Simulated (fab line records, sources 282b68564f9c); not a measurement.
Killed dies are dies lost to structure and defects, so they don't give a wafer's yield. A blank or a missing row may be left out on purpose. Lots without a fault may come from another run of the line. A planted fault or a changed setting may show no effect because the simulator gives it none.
Which tool did it? | flow rit_cmos | 14 lots, 42 wafers sampled, at 2 steps of a route of 202

WHAT THE GAUGES READ, wafer by wafer
The record holds no reading of a measuring or inspecting step that can be judged against a usual standard deviation.

WHICH TOOL RAN EACH LOT (tool, then ch and the chambers of the sampled wafers, then the start)
lot  | RIT_PSD_SOFTBAKE_02              | RIT_M1_PROBE_99
L235 | litho_track-03 ch 0, day 3 10:20 | -
L236 | litho_track-04 ch 0, day 3 16:33 | -
L237 | litho_track-04 ch 0, day 3 17:57 | -
L238 | litho_track-04 ch 0, day 3 22:31 | -
L239 | litho_track-04 ch 0, day 3 23:56 | -
L240 | litho_track-04 ch 0, day 4 02:35 | -
L242 | litho_track-04 ch 0, day 4 16:28 | -
L243 | litho_track-01 ch 0, day 4 18:35 | -
L246 | litho_track-01 ch 0, day 5 17:56 | -
L249 | litho_track-01 ch 0, day 6 03:28 | prober-02, day 6 12:17
L250 | litho_track-01 ch 0, day 6 08:57 | -
L251 | litho_track-04 ch 0, day 6 14:13 | -
L257 | litho_track-04 ch 0, day 7 20:17 | -
L258 | litho_track-03 ch 0, day 8 01:40 | -
- RIT_PSD_SOFTBAKE_02: time 60 s.
- RIT_M1_PROBE_99

WHAT THE TOOLS THEMSELVES READ (means of the sampled wafers that have a number; where no wafer has one, the mark that the record gives instead)
RIT_PSD_SOFTBAKE_02.
lot  | tool           | exhaust_pa (Pa) | heater_power_total_W (W) | plate_temp_C (C)
L235 | litho_track-03 | 46.5            | 34.56                    | 89.99
L236 | litho_track-04 | 45.8            | 34.62                    | 90.17
L237 | litho_track-04 | 46.4            | 34.58                    | 90.04
L238 | litho_track-04 | 45.2            | 34.53                    | 90.10
L239 | litho_track-04 | 45.2            | 34.54                    | 90.05
L240 | litho_track-04 | 46.3            | 34.56                    | 90.17
L242 | litho_track-04 | 44.0            | 34.60                    | 90.02
L243 | litho_track-01 | 44.5            | 34.61                    | 89.98
L246 | litho_track-01 | 45.0            | 34.52                    | 89.88
L249 | litho_track-01 | 44.8            | 35.70                    | 92.06
L250 | litho_track-01 | 45.3            | 35.68                    | 92.18
L251 | litho_track-04 | 46.3            | 34.60                    | 90.01
L257 | litho_track-04 | 44.1            | 34.61                    | 90.14
L258 | litho_track-03 | 46.1            | 34.57                    | 90.14

RIT_M1_PROBE_99.
lot  | tool      | killed_at_contacts | killed_at_front_end | killed_dies | killed_open | killed_short
L249 | prober-02 | 0.0                | 7                   | 7           | 4.3         | 2.3

THE ANSWER, worked out from the rows above alone
Rule: what is usual is taken from the lots themselves. Put in order of their means at a reading, lots are off if they are a third of the lots or fewer, leave a main group of 4 or more, and stand apart from it by a gap of 3 or more times the standard deviation of the main group's means; of several such gaps the widest counts. A main group whose means are all the same, to the digits that the tables above print for the reading, isn't used. A lot without any number at a reading at which 4 lots or more have one is off too. The other lots that the step has rows for count as sound. The gauges are gone through in route order, then the tools' own readings, and for those a lot's mean is taken as printed above. The first step at which some lot is off is used, and at that step the reading that is off furthest; a lot without a number counts as furthest.
Off: L249, L250, at RIT_PSD_SOFTBAKE_02 (heater_power_total_W). The main group: mean 34.58 W, standard deviation 0.032.
A tool fits if, at that step or a process step before it, it ran every lot that is off, and no sound lot after the first of them. One fits: litho_track-01 at RIT_PSD_SOFTBAKE_02. Its last sound lot is L246 (day 5 17:56), its first lot that is off L249 (day 6 03:28): a fault that began between those two fits.
The tool's own readings at RIT_PSD_SOFTBAKE_02 bear it out: on the lots that are off they differ by more than 5 times the standard deviation of the sound lots' means. heater_power_total_W reads 35.69 W there against 34.58 W on the sound lots; plate_temp_C reads 92.12 C there against 90.06 C on the sound lots.

WHAT THE SIMULATOR HAD PUT IN
Process parameter drift: litho_track-01, from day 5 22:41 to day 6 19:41, at RIT_PSD_SOFTBAKE_02. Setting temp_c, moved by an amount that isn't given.
Lots struck among those shown: L249, L250. The rule above found the same.
